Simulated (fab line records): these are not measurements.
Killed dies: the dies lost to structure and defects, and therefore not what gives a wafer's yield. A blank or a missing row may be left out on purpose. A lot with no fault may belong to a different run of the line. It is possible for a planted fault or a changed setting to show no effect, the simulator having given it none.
fab line records + flow berkeley_cmos170
record:
- lots: 5
- wafers: 15
- last_day: 11
route steps=331 shown PWELL@53 WELLDRIVE@55 ACTIVE@60
lots that met no fault: taken from a fault-free run of the same line
start_h: hours from the record's first day to the start of the lot's first wafer shown + wait_h: hours elapsed since this lot's preceding step + " identical to the entry in the row above + L1.1+2: one row covering several wafers at once + - either no value or no given start + * or withheld: withheld + < > ~ a bound
route shown NAME@n: a module of which the file shows steps, and the number in the route of the first + usual: the fault-free wafers' mean and standard deviation + same: alike in all rows + chamber/n: place in a boat + sites: each site's reading + _std_site: standard deviation of those values + _edge_site: outer sites' mean less inner sites' + radius_mm: for every site, how far away it sits from the centre of the wafer + mask NAME#n: copy n + behind: the last tool/chamber to shape the wafer + hold: why the lot was held/for how many hours/how that ended + device: the transistor (n, p or np) that didn't switch + end of line: at the end of the route, the tests of the same wafers + a step given without rows: its recipe and nothing more + killed: dies that structure and defects cost at the first sort, which is not the same as the wafer's yield + map: a wafer's dies, x killed, . not, _ none there
set.NAME: setting as actually run; set.NAME@STEP: the setting as run at that earlier step + model.NAME: the simulator's own value behind a step, which no gauge read
a table for each step, a row for each wafer; lots at some steps of the route
services: from which hour (start_h, from the record's first day; less than 0 if before it) a tool's chamber was out of use, for how many hours, and why
== steps ==
step: UCB170_PWELL_WET_ETCH_19
recipe:
- chemistry: H3PO4
- target: Si3N4
- temp_c: 160
- time_s: 14400
step: UCB170_PWELL_WET_ETCH_20
recipe:
- chemistry: BOE
- dilution: 5:1
- target: SiO2
- temp_c: 25
- time_s: 22
step: UCB170_WELLDRIVE_CLEAN_00
recipe:
- chemistry: SPM
- temp_c: 120
- time_s: 600
step: UCB170_WELLDRIVE_OXIDATION_01
recipe:
- temp_c: 1100
- ambient: O2
- target_thk_a: 1990
- ox_time_s: 9000
step: UCB170_WELLDRIVE_THK_MEAS_02
recipe:
- reads: SiO2_of_WELLDRIVE_OXIDATION_01
usual:
- WELLDRIVE_OXIDE_THK: 200/3.2
| lot.wafer | tool          | chamber | start_h | wait_h | WELLDRIVE_OXIDE_THK[nm] |
|-----------|---------------|---------|---------|--------|-------------------------|
| L871.3    | film_metro-02 | -       | 58.18   | 0.0    | 200                     |
| L871.4    | "             | -       | "       | "      | 201                     |
| L871.5    | "             | -       | "       | "      | 198                     |
| L874.1    | film_metro-01 | -       | 81.07   | 0.0    | 196                     |
| L874.2    | "             | -       | "       | "      | 198                     |
| L874.4    | "             | -       | "       | "      | 194                     |
| L886.1    | film_metro-01 | -       | 140.86  | 0.0    | 198                     |
| L886.3    | "             | -       | "       | "      | 198                     |
| L886.5    | "             | -       | "       | "      | 200                     |
| L892.1    | film_metro-02 | -       | 170.50  | 0.0    | 198                     |
| L892.4    | "             | -       | "       | "      | 197                     |
| L892.5    | "             | -       | "       | "      | 195                     |
| L891.3    | film_metro-01 | -       | 170.52  | 0.0    | 204                     |
| L891.5    | "             | -       | "       | "      | 199                     |
| L891.6    | "             | -       | "       | "      | 201                     |
step: UCB170_WELLDRIVE_ANNEAL_03
recipe:
- temp_c: 1100
- time_s: 900
- ambient: N2
step: UCB170_WELLDRIVE_WET_ETCH_04
recipe:
- chemistry: BOE
- dilution: 5:1
- target: SiO2
- temp_c: 25
- time_s: 120
step: UCB170_ACTIVE_CLEAN_00
recipe:
- chemistry: SPM
- temp_c: 120
- time_s: 600
step: UCB170_ACTIVE_CLEAN_01
recipe:
- chemistry: dHF
- dilution: 25:1
- time_s: 60
step: UCB170_ACTIVE_OXIDATION_02
recipe:
- temp_c: 1005
- ambient: O2
- target_thk_a: 264
- ox_time_s: 1260
step: UCB170_ACTIVE_THK_MEAS_03
recipe:
- reads: SiO2_of_ACTIVE_OXIDATION_02
usual:
- ACTIVE_OXIDE_THK: 27.6/0.45
| lot.wafer | tool          | chamber | start_h | wait_h | ACTIVE_OXIDE_THK[nm] |
|-----------|---------------|---------|---------|--------|----------------------|
| L871.3    | film_metro-03 | -       | 67.45   | 0.0    | 27.3                 |
| L871.4    | "             | -       | "       | "      | 27.3                 |
| L871.5    | "             | -       | "       | "      | 27.3                 |
| L874.1    | film_metro-02 | -       | 89.98   | 0.0    | 27.6                 |
| L874.2    | "             | -       | "       | "      | 27.2                 |
| L874.4    | "             | -       | "       | "      | 27.0                 |
| L886.1    | film_metro-03 | -       | 150.93  | 0.1    | 27.7                 |
| L886.3    | "             | -       | "       | "      | 28.1                 |
| L886.5    | "             | -       | "       | "      | 27.9                 |
| L892.1    | film_metro-04 | -       | 180.59  | 0.0    | 27.3                 |
| L892.4    | "             | -       | "       | "      | 27.4                 |
| L892.5    | "             | -       | "       | "      | 27.4                 |
| L891.3    | film_metro-03 | -       | 180.61  | 0.0    | 27.9                 |
| L891.5    | "             | -       | "       | "      | 27.6                 |
| L891.6    | "             | -       | "       | "      | 27.6                 |
step: UCB170_ACTIVE_ANNEAL_04
recipe:
- temp_c: 1000
- time_s: 900
- ambient: N2
step: UCB170_ACTIVE_CVD_05
recipe:
- material: Si3N4
- target_thk_nm: 220
- temp_c: 800
- precursor: SiH2Cl2/NH3
- time_s: 3300
- pressure_mtorr: 200
- sih2cl2_flow_sccm: 25
- nh3_flow_sccm: 75
usual:
- spike_tc_load_C: 825.6/2.8
- susceptor_temp_C: 800.0/0.31
- zone_power_centre_pct: 35.0/2.5
| lot.wafer | tool     | chamber | start_h | wait_h | spike_tc_load_C | susceptor_temp_C | zone_power_centre_pct | model.Si3N4_of_ACTIVE_CVD_05.thk_nm |
|-----------|----------|---------|---------|--------|-----------------|------------------|-----------------------|-------------------------------------|
| L871.3    | lpcvd-01 | 0       | 69.99   | 0.0    | 824.5           | 799.7            | 34.4                  | 223.6                               |
| L871.4    | "        | 0       | "       | "      | 824.5           | 800.0            | 34.1                  | 222                                 |
| L871.5    | "        | 0       | "       | "      | 823.5           | 800.3            | 34.1                  | 223                                 |
| L874.1    | lpcvd-01 | 0       | 92.62   | 0.0    | 823.2           | 800.3            | 34.4                  | 337.9                               |
| L874.2    | "        | 0       | "       | "      | 824.7           | 799.6            | 34.7                  | 337.1                               |
| L874.4    | "        | 0       | "       | "      | 823.9           | 799.9            | 34.7                  | 338.8                               |
| L886.1    | lpcvd-02 | 1       | 153.56  | 0.0    | 828.9           | 799.9            | 31.2                  | 219.4                               |
| L886.3    | "        | 1       | "       | "      | 831.5           | 800.2            | 31.5                  | 220.3                               |
| L886.5    | "        | 1       | "       | "      | 828.9           | 799.6            | 31.4                  | 219.7                               |
| L891.3    | lpcvd-02 | 1       | 185.35  | 2.3    | 828.4           | 800.0            | 31.4                  | 219                                 |
| L891.5    | "        | 1       | "       | "      | 829.9           | 800.1            | 31.1                  | 217                                 |
| L891.6    | "        | 1       | "       | "      | 828.6           | 800.2            | 31.3                  | 217.1                               |
| L892.1    | lpcvd-02 | 0       | 185.35  | 2.3    | 820.6           | 800.1            | 37.5                  | 215.9                               |
| L892.4    | "        | 0       | "       | "      | 821.9           | 799.7            | 38.1                  | 217.2                               |
| L892.5    | "        | 0       | "       | "      | 820.4           | 800.2            | 38.1                  | 215.5                               |
step: UCB170_ACTIVE_THK_MEAS_06
recipe:
- reads: Si3N4_of_ACTIVE_CVD_05
usual:
- ACTIVE_NITRIDE_THK: 219.4/2
| lot.wafer | tool          | chamber | start_h | wait_h | ACTIVE_NITRIDE_THK[nm] |
|-----------|---------------|---------|---------|--------|------------------------|
| L871.3    | film_metro-02 | -       | 71.99   | 0.1    | 223.6                  |
| L871.4    | "             | -       | "       | "      | 222.0                  |
| L871.5    | "             | -       | "       | "      | 223.2                  |
| L874.1    | film_metro-03 | -       | 94.54   | 0.0    | 337.8                  |
| L874.2    | "             | -       | "       | "      | 337.1                  |
| L874.4    | "             | -       | "       | "      | 338.7                  |
| L886.1    | film_metro-03 | -       | 155.48  | 0.0    | 219.4                  |
| L886.3    | "             | -       | "       | "      | 220.3                  |
| L886.5    | "             | -       | "       | "      | 219.7                  |
| L892.1    | film_metro-02 | -       | 187.26  | 0.0    | 215.8                  |
| L892.4    | "             | -       | "       | "      | 217.2                  |
| L892.5    | "             | -       | "       | "      | 215.5                  |
| L891.3    | film_metro-04 | -       | 187.28  | 0.0    | 219.1                  |
| L891.5    | "             | -       | "       | "      | 217.0                  |
| L891.6    | "             | -       | "       | "      | 217.3                  |
step: UCB170_ACTIVE_HMDS_07
recipe:
- prime_time_s: 60
- prime_temp_c: 100
step: UCB170_ACTIVE_COAT_08
recipe:
- resist: KrF
- spin_rpm: 1500
- resist_thk_nm: 900
step: UCB170_ACTIVE_SOFTBAKE_09
recipe:
- resist: KrF
- temp_c: 130
- time_s: 60
step: UCB170_ACTIVE_EXPOSE_10
recipe:
- mask_id: ACTIVE
- target_cd_nm: 1200
- na: 0.5
- sigma_outer: 0.6
- source_shape: conventional
- dose_mj: 20
step: UCB170_ACTIVE_PEB_11
recipe:
- peb_temp_c: 130.8
- peb_time_s: withheld
- resist: KrF
step: UCB170_ACTIVE_DEVELOP_12
recipe:
- developer: TMAH
- develop_time_s: 45
- resist: KrF
- dev_temp_c: 21
step: UCB170_ACTIVE_CD_MEAS_13
recipe:
- target_cd_nm: 1200
usual:
- cd_nm: 1200.1/1.7
| lot.wafer | tool      | chamber | start_h | wait_h | cd_nm  |
|-----------|-----------|---------|---------|--------|--------|
| L871.3    | cd_sem-01 | -       | 73.21   | -      | 1201.3 |
| L871.4    | "         | -       | "       | "      | 1201.4 |
| L871.5    | "         | -       | "       | "      | 1201.1 |
| L874.1    | cd_sem-01 | -       | 95.44   | -      | 1198.4 |
| L874.2    | "         | -       | "       | "      | 1199.6 |
| L874.4    | "         | -       | "       | "      | 1201.1 |
| L886.1    | cd_sem-02 | -       | 156.81  | -      | 1194.8 |
| L886.3    | "         | -       | "       | "      | 1195.9 |
| L886.5    | "         | -       | "       | "      | 1196.2 |
| L891.3    | cd_sem-01 | -       | 188.33  | -      | 1202.1 |
| L891.5    | "         | -       | "       | "      | 1199.7 |
| L891.6    | "         | -       | "       | "      | 1200.0 |
| L892.1    | cd_sem-02 | -       | 188.53  | -      | 1199.6 |
| L892.4    | "         | -       | "       | "      | 1199.0 |
| L892.5    | "         | -       | "       | "      | 1198.9 |
step: UCB170_ACTIVE_OVL_MEAS_14
usual:
- ACTIVE_OVL: -1/5.3
| lot.wafer | tool       | chamber | start_h | wait_h | ACTIVE_OVL[nm] |
|-----------|------------|---------|---------|--------|----------------|
| L871.3    | overlay-01 | -       | 73.30   | 0.1    | 5              |
| L871.4    | "          | -       | "       | "      | 4              |
| L871.5    | "          | -       | "       | "      | 0              |
| L874.1    | overlay-01 | -       | 95.56   | 0.1    | -4             |
| L874.2    | "          | -       | "       | "      | 3              |
| L874.4    | "          | -       | "       | "      | -1             |
| L886.1    | overlay-02 | -       | 156.93  | 0.1    | 6              |
| L886.3    | "          | -       | "       | "      | 13             |
| L886.5    | "          | -       | "       | "      | 15             |
| L891.3    | overlay-02 | -       | 188.42  | 0.1    | -12            |
| L891.5    | "          | -       | "       | "      | -6             |
| L891.6    | "          | -       | "       | "      | -14            |
| L892.1    | overlay-01 | -       | 188.65  | 0.1    | 1              |
| L892.4    | "          | -       | "       | "      | -6             |
| L892.5    | "          | -       | "       | "      | 4              |
step: UCB170_ACTIVE_ETCH_15
recipe:
- chemistry: CH3F/Ar/O2
- target: Si3N4
- stop_on: SiO2
- CH3F_flow_sccm: 20
- Ar_flow_sccm: 50
- O2_flow_sccm: 7
- pressure_mtorr: 50
- rf_w: 450
- target_depth_a: 2420
- over_etch_frac: 0.1
- time_s: 151
usual:
- drypump_motor_current_A: 5.6/0.41
- oes_product_au: 0.948/0.012
- throttle_valve_pct: 8.02/0.14
| lot.wafer | tool        | chamber | start_h | wait_h | drypump_motor_current_A | oes_product_au | rf_hours_counter_h | throttle_valve_pct | model.etch.depth_nm |
|-----------|-------------|---------|---------|--------|-------------------------|----------------|--------------------|--------------------|---------------------|
| L871.3    | rie_diel-01 | 1       | 73.32   | 0.0    | 5.4                     | 0.973          | 161                | 8.02               | 223.6               |
| L871.4    | "           | 3       | "       | "      | 5.8                     | 0.945          | 50                 | 7.84               | 222                 |
| L871.5    | "           | 2       | "       | "      | 6.5                     | 0.966          | -                  | 7.80               | 223                 |
| L874.1    | rie_diel-04 | 1       | 95.60   | 0.0    | 5.8                     | 0.984          | 153                | 8.11               | 237.6               |
| L874.2    | "           | 0       | "       | "      | 6.0                     | 1.002          | 125                | 7.98               | 241.3               |
| L874.4    | "           | 3       | "       | "      | 5.1                     | 1.008          | 132                | 8.05               | 234.4               |
| L886.1    | rie_diel-03 | 2       | 156.97  | 0.0    | 5.9                     | 0.949          | 96                 | 7.79               | 219.4               |
| L886.3    | "           | 3       | "       | "      | 5.9                     | 0.934          | 2                  | 8.18               | 220.3               |
| L886.5    | "           | 1       | "       | "      | 5.7                     | 0.962          | -                  | 8.22               | 219.7               |
| L891.3    | rie_diel-04 | 2       | 188.45  | 0.0    | 5.6                     | 0.944          | 9                  | 8.20               | 219                 |
| L891.5    | "           | 0       | "       | "      | 6.0                     | 0.931          | -                  | 7.97               | 217                 |
| L891.6    | "           | 3       | "       | "      | 5.1                     | 0.967          | -                  | 8.04               | 217.1               |
| L892.1    | rie_diel-01 | 0       | 188.69  | 0.0    | 5.5                     | 0.933          | 66                 | 8.01               | 215.9               |
| L892.4    | "           | 2       | "       | "      | 6.5                     | 0.952          | 66                 | 7.81               | 217.2               |
| L892.5    | "           | 3       | "       | "      | 5.8                     | 0.929          | -                  | 7.84               | 215.5               |
step: UCB170_ACTIVE_STRIP_16
recipe:
- chemistry: O2
- power_w: 400
- pressure_mtorr: 3500
- platen_temp_c: withheld
- o2_flow_sccm: 400
- overash_fraction: 0.5
usual:
- drypump_motor_current_A: 5.8/0.48
- oes_product_au: 0.721/0.0048
- strip_time_to_endpoint_s: 18.11/0.086
| lot.wafer | tool            | chamber | start_h | wait_h | drypump_motor_current_A | oes_product_au | rf_hours_counter_h | strip_time_to_endpoint_s |
|-----------|-----------------|---------|---------|--------|-------------------------|----------------|--------------------|--------------------------|
| L871.3    | plasma_asher-01 | 1       | 73.46   | 0.1    | 5.3                     | 0.723          | -                  | 18.09                    |
| L871.4    | "               | 0       | "       | "      | 6.5                     | 0.719          | -                  | 18.11                    |
| L871.5    | "               | 0       | "       | "      | 6.5                     | 0.725          | -                  | 18.05                    |
| L874.1    | plasma_asher-03 | 0       | 95.70   | 0.1    | 5.4                     | 0.712          | 30                 | 18.20                    |
| L874.2    | "               | 1       | "       | "      | 6.2                     | 0.724          | 30                 | 18.10                    |
| L874.4    | "               | 0       | "       | "      | 5.4                     | 0.727          | -                  | 18.19                    |
| L886.1    | plasma_asher-02 | 0       | 157.07  | 0.1    | 5.2                     | 0.723          | 45                 | 17.94                    |
| L886.3    | "               | 0       | "       | "      | 5.2                     | 0.717          | -                  | 18.07                    |
| L886.5    | "               | 0       | "       | "      | 5.2                     | 0.726          | -                  | 18.05                    |
| L891.3    | plasma_asher-01 | 0       | 188.58  | 0.1    | 6.6                     | 0.717          | -                  | 17.96                    |
| L891.5    | "               | 1       | "       | "      | 5.3                     | 0.713          | -                  | 18.02                    |
| L891.6    | "               | 0       | "       | "      | 6.5                     | 0.719          | -                  | 18.03                    |
| L892.1    | plasma_asher-02 | 1       | 188.79  | 0.1    | 5.8                     | 0.725          | 49                 | 18.02                    |
| L892.4    | "               | 1       | "       | "      | 5.9                     | 0.715          | -                  | 18.06                    |
| L892.5    | "               | 0       | "       | "      | 5.3                     | 0.728          | -                  | 18.01                    |
== services ==
| tool            | chamber | start_h | hours | kind           |
|-----------------|---------|---------|-------|----------------|
| rie_diel-04     | -       | 63.18   | 1.0   | repair         |
| rie_diel-03     | 3       | 79.77   | -     | clean          |
| rie_diel-03     | 3       | 79.77   | 23.7  | scheduled_down |
| rie_diel-03     | 3       | 79.77   | 23.7  | vent_cycle     |
| rie_diel-01     | 2       | 88.07   | 5.1   | repair         |
| rie_diel-04     | 0       | 101.62  | 4.9   | repair         |
| rie_diel-01     | 1       | 103.74  | -     | clean          |
| rie_diel-01     | 1       | 103.74  | 23.4  | scheduled_down |
| rie_diel-01     | 1       | 103.74  | 23.4  | vent_cycle     |
| rie_diel-04     | 1       | 106.64  | 2.3   | repair         |
| plasma_asher-01 | -       | 108.75  | 9.0   | pm             |
| plasma_asher-01 | 0       | 108.75  | 9.0   | vent_cycle     |
| plasma_asher-01 | 1       | 108.75  | 9.0   | vent_cycle     |
| rie_diel-01     | -       | 115.14  | 0.5   | repair         |
| plasma_asher-01 | 0       | 117.75  | -     | clean          |
| plasma_asher-01 | 1       | 117.75  | -     | clean          |
| rie_diel-04     | 1       | 154.39  | -     | clean          |
| rie_diel-04     | 1       | 154.39  | 17.6  | scheduled_down |
| rie_diel-04     | 1       | 154.39  | 17.6  | vent_cycle     |
| plasma_asher-01 | -       | 163.42  | 2.4   | repair         |
| rie_diel-04     | 1       | 183.42  | 1.3   | repair         |
== key ==
first_sign:
- step: UCB170_ACTIVE_THK_MEAS_06
- reading: ACTIVE_NITRIDE_THK
- direction: up
- sigmas: 59
- usual: 219.4
- struck: 337.9
effect:
- step: UCB170_ACTIVE_ETCH_15
- reading: oes_product_au
- direction: up
- sigmas: 4.3
- usual: 0.948
- struck: 0.998
model_effect:
- step: UCB170_ACTIVE_CVD_05
- value: Si3N4_of_ACTIVE_CVD_05.thk_nm
- without: 218
- struck: 337.9
model_effect:
- step: UCB170_ACTIVE_ETCH_15
- value: etch.depth_nm
- without: 218
- struck: 237.8
met_at UCB170_ACTIVE_CVD_05
struck_wafers L874.1,L874.2,L874.4
later_rows_left_out L874.1,L874.2,L874.4
sort_left_out L874.1,L874.2,L874.4
tester_left_out L874
onset_between 69.99 92.62
fault:
- kind: process_parameter_drift
- tool: lpcvd-01
- chamber: 0
- onset_h: 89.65
- steps: UCB170_ACTIVE_CVD_05
- channel: target_thk_nm
- offset: 119.9
- shape: step
- end_h: 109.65
- acts_in: these_recipes_only
- stated: 220
tester_left_out: of these lots the tester's yield and bins aren't shown, on N5 and GAA mostly nor the transistor test; their killed dies are dies lost to structure and defects alone, not to doping, threshold or leakage, so they don't give the yield
sort_left_out: the simulated sort isn't trusted on such a fault, so these wafers' sort isn't shown, and their yield isn't known
later_rows_left_out: the simulator's readings of these wafers behind a module that went badly wrong aren't trusted and aren't shown, but for the sort
